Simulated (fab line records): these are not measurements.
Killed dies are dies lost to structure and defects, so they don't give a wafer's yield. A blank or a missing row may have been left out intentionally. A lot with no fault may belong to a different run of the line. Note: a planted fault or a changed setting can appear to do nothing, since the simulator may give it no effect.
Comparing a struck lot with a sound one :: flow rit_cmos :: 17 steps out of a route of 202
Sound: wafers L859.1, L859.3, L859.4. Struck: wafers L865.1, L865.6 (left out: L865.5, a lot-mate that was not struck); the cause follows at the end.
For every step that has rows: the tool of each side, followed by ch and its chambers, followed by its first start. Under that, the readings that differ: sound wafers :: struck wafers :: difference of the means :: sigmas: that difference in standard deviations of wafers without a fault.
alike: same words and numbers on both sides, and readings whose means sit less than 2 such deviations apart. not compared: any withheld reading, any reading some wafer has no value for, any bound like >300 that may hide the same value, and any number with overlapping values for which the record gives no deviation.
A row with sigmas, a row that says differs or no value, or rows on one side alone: a step with any of these is where the two part. Numbers that don't overlap but have no deviation are shown without sigmas and don't part them. A reading that every wafer of one side lacks parts them only if that side has two wafers or more.

first, 1 step without rows for these wafers: RIT_PSD_IMPLANT_08.
RIT_PSD_STRIP_09: strips in O2, time 180 s.
  sound on plasma_asher-01 ch 0,1, day 3 07:12; struck on plasma_asher-03 ch 0,1, day 4 13:46
  alike: drypump_motor_current_A, o2_flow_sccm
  not compared: rf_hours_counter_h
RIT_PSD_TW_MEAS_10:
  sound: film_metro-04 at day 3 07:23; struck: film_metro-04 at day 4 13:56
  alike: PSD_TW
then, 3 steps without rows for these wafers: RIT_SDANNEAL_CLEAN_00 (cleans in SC1, time 600 s); RIT_SDANNEAL_CLEAN_01 (cleans in dHF, time 30 s); RIT_SDANNEAL_CLEAN_02 (cleans in SC2, time 600 s).
RIT_SDANNEAL_RTA_03: time 5 s.
  sound on rtp_anneal-02 ch 0, day 3 07:49; struck on rtp_anneal-02 ch 0, day 4 14:23
  alike: wafer_temp_C_max
RIT_SDANNEAL_RS_MEAS_04: measures by four-point-probe.
  sound: film_metro-02 at day 3 07:52; struck: film_metro-03 at day 4 14:31
  alike: PSD_RS
RIT_SDANNEAL_RS_MEAS_05: measures by four-point-probe.
  sound: film_metro-02 at day 3 07:59; struck: film_metro-03 at day 4 14:38
  alike: NSD_RS
RIT_SDANNEAL_RS_MEAS_06: measures by four-point-probe.
  sound: film_metro-02 at day 3 08:06; struck: film_metro-03 at day 4 14:45
  alike: PLDD_RS
RIT_SDANNEAL_RS_MEAS_07: measures by four-point-probe.
  sound: film_metro-02 at day 3 08:13; struck: film_metro-03 at day 4 14:52
  alike: NLDD_RS
then, 1 step without rows for these wafers: RIT_SILICIDE_WET_ETCH_00 (etches SiO2 in BOE, target depth 14 nm, time 15 s).
RIT_SILICIDE_SPUTTER_01: material Ti, target thk 30 nm, time 240 s.
  sound: pvd_sputter-01 at day 3 08:22; struck: pvd_sputter-04 at day 4 15:00
reading: model.Ti_of_SILICIDE_SPUTTER_01.thk_nm (nm)
sound: 29.84 30.05 29.65
struck: 18.08 17.93
difference: -11.84
sigmas: 
  alike: substrate_temp_c, throttle_valve_pct
RIT_SILICIDE_RS_MEAS_02: measures by four-point-probe.
  sound: film_metro-04 at day 3 08:31; struck: film_metro-02 at day 4 15:09
reading: SILICIDE_TI_RS (ohm/sq)
sound: 48.1 47.7 48.6
struck: 91.1 92.2
difference: +43.5
sigmas: +63
RIT_SILICIDE_THK_MEAS_03: measures by xrf.
  sound: film_metro-04 at day 3 08:38; struck: film_metro-02 at day 4 15:16
reading: SILICIDE_TI_THK (nm)
sound: 30.4 30.6 30.1
struck: 18.5 18.2
difference: -12.0
sigmas: -32
RIT_SILICIDE_RTA_04: time 10 s, ramp up 5 s, ramp down 5 s.
  sound on rtp_anneal-01 ch 0, day 3 08:41; struck on rtp_anneal-01 ch 0, day 4 15:20
  alike: wafer_temp_C_max
RIT_M1_PROBE_99:
  sound: prober-02 at day 3 16:35; struck: prober-02 at day 4 22:50
reading: model.etest.npoly_line.line_ohm_um
sound: 179.4 174.9 172.2
struck: 251.1 241.8
difference: +70.9
sigmas: 

reading: model.etest.ppoly_line.line_ohm_um
sound: 173.1 166.2 166.2
struck: 236.6 225.6
difference: +62.6
sigmas: 

reading: model.etest.contact_pplus.end_ohm_um
sound: 43.4 44.66 43.2
struck: 34.2 33.77
difference: -9.8
sigmas: 

reading: model.etest.npoly_line.width_nm (nm)
sound: 96.41 97.09 99.28
struck: 106.5 109.3
difference: +10.3
sigmas: 

reading: model.etest.ppoly_line.width_nm (nm)
sound: 96.69 97.68 100.3
struck: 106.8 109.6
difference: +10.0
sigmas: 

reading: model.etest.npoly_line.rs_ohm_sq
sound: 17.11 17 17.29
struck: 26.38 26.48
difference: +9.30
sigmas: 

reading: model.etest.contact_nplus.end_ohm_um
sound: 41.21 41.48 41.96
struck: 32.67 32.44
difference: -8.99
sigmas: 

reading: model.etest.ppoly_line.rs_ohm_sq
sound: 16.66 16.71 16.63
struck: 25.36 25.11
difference: +8.57
sigmas: 
  alike: killed_at_front_end, killed_dies, killed_open, killed_short

## WHERE THEY PART
At RIT_SILICIDE_RS_MEAS_02 first; at RIT_SILICIDE_THK_MEAS_03 last (within this record only). Later steps at which nothing parts them and some readings are alike: RIT_SILICIDE_RTA_04, RIT_M1_PROBE_99.

WHY: what the simulator had put in
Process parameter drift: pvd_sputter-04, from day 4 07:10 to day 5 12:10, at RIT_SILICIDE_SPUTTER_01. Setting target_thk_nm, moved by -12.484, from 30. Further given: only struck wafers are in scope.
